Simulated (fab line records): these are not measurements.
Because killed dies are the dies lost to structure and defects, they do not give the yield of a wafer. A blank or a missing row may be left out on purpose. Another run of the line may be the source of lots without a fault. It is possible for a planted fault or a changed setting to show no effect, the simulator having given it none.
A struck lot beside a sound one -- flow rit-cmos -- 14 out of 202 route steps
Sound: these wafers, L697.1, L697.3, L697.5. Wafers struck: L707.2, L707.3, L707.4. The cause is given at the end.
Per side, at each step with rows, come the tool, then ch with its chambers, and then its first start. Under that, the readings that differ: sound wafers -- struck wafers -- difference of the means -- sigmas: that difference in standard deviations of wafers without a fault.
alike: readings whose means differ by less than 2 such deviations, and words and numbers that are the same on both sides. not compared: withheld readings, readings that some wafer has no value for, bounds like >300 that may hide the same value, and numbers for which the record gives no deviation and whose values overlap.
The two part at a step that has a row with sigmas, a row that says differs or no value, or rows on one side only. Numbers that don't overlap but have no deviation are shown without sigmas and don't part them. A reading that every wafer of one side lacks parts them only if that side has two wafers or more.

first, 1 step without rows for these wafers: RIT_NSD_IMPLANT_08.
RIT_NSD_STRIP_09: strips in O2, time 180 s.
  sound on plasma-asher-02 ch 0,1, day 4 16:38; struck on plasma-asher-01 ch 0,1, day 6 18:37
  alike: chamber-pressure-mTorr, drypump-motor-current-A, o2-flow-sccm
  not compared: rf-hours-counter-h
RIT_NSD_TW_MEAS_10:
  sound on film-metro-01, day 4 16:49; struck on film-metro-04, day 6 18:48
  alike: NSD_TW
then, 6 steps without rows for these wafers: RIT_PSD_HMDS_00 (prime time 60 s); RIT_PSD_COAT_01 (resist thk 1000 nm); RIT_PSD_SOFTBAKE_02 (time 60 s); RIT_PSD_EXPOSE_03 (exposes mask M10, target cd 40900 nm); RIT_PSD_PEB_04; RIT_PSD_DEVELOP_05 (develop time 50 s).
RIT_PSD_OVL_MEAS_06:
  sound on overlay-01, day 4 17:43; struck on overlay-01, day 6 19:50
  alike: PSD_OVL
then, 2 steps without rows for these wafers: RIT_PSD_HARDBAKE_07 (time 60 s); RIT_PSD_IMPLANT_08.
RIT_PSD_STRIP_09: strips in O2, time 180 s.
  sound on plasma-asher-02 ch 1, day 4 18:04; struck on plasma-asher-02 ch 0,1, day 6 20:10
  no value came back on the struck wafers for chamber-pressure-mTorr (mTorr), drypump-motor-current-A (A), o2-flow-sccm (sccm); on the sound wafers chamber-pressure-mTorr (mTorr) reads 4000 4004 4002
reading,sound,struck,difference,sigmas
model.NOVOLAK_of_PSD_COAT_01.thk-nm (nm),0 0 0,882.9 882.9 884.2,+883.3,
  not compared: rf-hours-counter-h
RIT_PSD_TW_MEAS_10:
  sound on film-metro-01, day 4 18:14; struck on film-metro-01, day 6 20:21
  alike: PSD_TW

WHERE THEY PART
At RIT_PSD_STRIP_09 and nowhere else, as far as this record goes. Later steps at which nothing parts them and some readings are alike: RIT_PSD_TW_MEAS_10.

WHY: whatever the simulator had introduced
Step skipped in full: plasma-asher-02, at RIT_PSD_STRIP_09, from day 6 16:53 onward. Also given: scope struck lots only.
